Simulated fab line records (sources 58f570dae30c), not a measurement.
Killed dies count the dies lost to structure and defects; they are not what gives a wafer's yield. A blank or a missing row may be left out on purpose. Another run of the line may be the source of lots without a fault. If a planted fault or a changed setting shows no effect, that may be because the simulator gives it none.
The same fault as seen by 2 desks | flow berkeleyCmos170 | numbers are kept per desk, each desk with only its own; the story behind them comes last

== TOOL OWNER'S DESK, implanter-04 ==
The tool's own readings at UCB170_NVT_IMPLANT_07: means of the sampled wafers that have a number, for each lot that ran on this tool. The brackets show how far a lot's mean lies from the usual mean; more than 4 standard deviations puts the lot out of limits, marked OUT.
Columns: A = beamEnergyKeV at UCB170_NVT_IMPLANT_07, usual 50.000; B = doseIonsCm2 at UCB170_NVT_IMPLANT_07, usual 3e+12; C = tiltDeg at UCB170_NVT_IMPLANT_07, usual 7.006 degrees
lot  | first seen here | A                        | B     | C
L812 | day 5 20:58     | 49.967                   | 3e+12 | 7.017
L815 | day 6 14:29     | 50.020                   | 3e+12 | 6.993
L819 | day 7 17:33     | 50.009                   | 3e+12 | 7.012
L825 | day 9 03:54     | 60.999 (+99 or more) OUT | 3e+12 | 7.014
L828 | day 9 16:10     | 61.022 (+99 or more) OUT | 3e+12 | 7.006
This desk's verdict: out of limits on L825, L828, starting with L825 at day 9 03:54 (beamEnergyKeV at UCB170_NVT_IMPLANT_07). L812, L815, L819: within limits.

== FROM THE METROLOGY DESK ==
Lot by lot, what the gauges showed, no matter which tool ran the lot: averages of those sampled wafers that carry a number. The brackets show how far a lot's mean lies from the usual mean; more than 4 standard deviations puts the lot out of limits, marked OUT.
Columns: A = FIELD_OXIDE_THK at UCB170_FIELD_THK_MEAS_02, usual 561 nm; B = NVT_TW at UCB170_NVT_TW_MEAS_09, usual 522; C = PVT_OVL at UCB170_PVT_OVL_MEAS_06, usual 4 nm
lot  | first seen here | A   | B              | C
L812 | day 4 16:49     | 556 | 514            | 2
L813 | day 5 13:08     | 554 | 527            | 6
L815 | day 5 13:08     | 554 | 519            | -7
L814 | day 5 13:10     | 555 | 528            | 2
L816 | day 6 00:34     | 562 | 518            | 6
L817 | day 6 00:35     | 560 | 516            | 16
L819 | day 6 12:45     | 567 | 528            | 3
L821 | day 6 12:45     | 560 | 523            | -1
L820 | day 6 12:47     | 570 | 522            | -4
L825 | day 7 21:47     | 562 | 541            | 10
L828 | day 8 08:43     | 569 | 558 (+6.6) OUT | 3
L826 | day 8 08:44     | 565 | 516            | 11
L832 | day 9 05:17     | 569 | 524            | -1
L834 | day 9 17:02     | 565 | 528            | 2
This desk reports L828 out of limits; the earliest was L828 at day 9 16:26 (NVT_TW at UCB170_NVT_TW_MEAS_09). L812, L813, L815, L814, L816, L817, L819, L821, L820, L825, L826, L832, L834: within limits.

== PUT TOGETHER ==
An alarm could have come from the tool owner's desk at day 9 03:54, on L825, L828.
On L828, the metrology desk was in a position to raise an alarm at day 9 16:26.
The metrology desk has L825 on record, within its limits.
All the named lots went through UCB170_NVT_IMPLANT_07 on implanter-04.

== WHAT THE SIMULATOR HAD INSERTED ==
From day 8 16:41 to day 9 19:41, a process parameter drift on implanter-04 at UCB170_NVT_IMPLANT_07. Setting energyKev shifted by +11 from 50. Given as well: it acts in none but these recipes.
Lots struck among those shown: L825, L828.
Delay (hours) between the fault's onset and each desk's first out-of-limits reading: 11 at the tool owner's desk, 24 at the metrology desk.
